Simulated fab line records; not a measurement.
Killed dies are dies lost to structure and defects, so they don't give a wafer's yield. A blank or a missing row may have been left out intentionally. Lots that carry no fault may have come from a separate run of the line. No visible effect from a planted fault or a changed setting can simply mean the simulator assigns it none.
The tool behind it: which one? :: flow rit cmos :: route of 202 steps, sampled at 1 step: 7 lots, 21 wafers

== WHAT EACH GAUGE READ, for each wafer ==
RIT_FOX2_THK_MEAS_90.
lot: L156
measured: day 2 11:48
on: film metro-02
FIELD_OXIDE_LEFT_1_THK (nm): 313 315 318

lot: L158
measured: day 3 00:28
on: film metro-02
FIELD_OXIDE_LEFT_1_THK (nm): 325 332 324

lot: L161
measured: day 3 14:33
on: film metro-01
FIELD_OXIDE_LEFT_1_THK (nm): 322 331 320

lot: L163
measured: day 3 22:20
on: film metro-03
FIELD_OXIDE_LEFT_1_THK (nm): 328 333 331

lot: L166
measured: day 4 15:35
on: film metro-03
FIELD_OXIDE_LEFT_1_THK (nm): 323 320 321

lot: L168
measured: day 5 01:10
on: film metro-01
FIELD_OXIDE_LEFT_1_THK (nm): 319 319 321

lot: L170
measured: day 5 09:44
on: film metro-02
FIELD_OXIDE_LEFT_1_THK (nm): 336 334 331

== WHAT TOOL EACH LOT RAN ON (gives the tool, then ch and the chambers of the sampled wafers, and finally the start) ==
Before these readings, the record contains no process step.

== THE ANSWER, worked out from the rows above alone ==
Rule: the lots themselves supply what counts as usual. The widest of any qualifying gaps counts: lots, ordered by their means at a reading, are off when they make up no more than a third of the lots, leave a main group of 4 or more, and stand apart from it by 3 or more times the standard deviation of that group's means. Not used: any main group whose means are identical at the precision the tables above print for the reading. A lot without any number at a reading at which 4 lots or more have one is off too. All remaining lots with rows at the step are treated as sound.
No lot is off on any of the readings shown, so nothing can be concluded from this.

== WHAT THE SIMULATOR HAD INSERTED ==
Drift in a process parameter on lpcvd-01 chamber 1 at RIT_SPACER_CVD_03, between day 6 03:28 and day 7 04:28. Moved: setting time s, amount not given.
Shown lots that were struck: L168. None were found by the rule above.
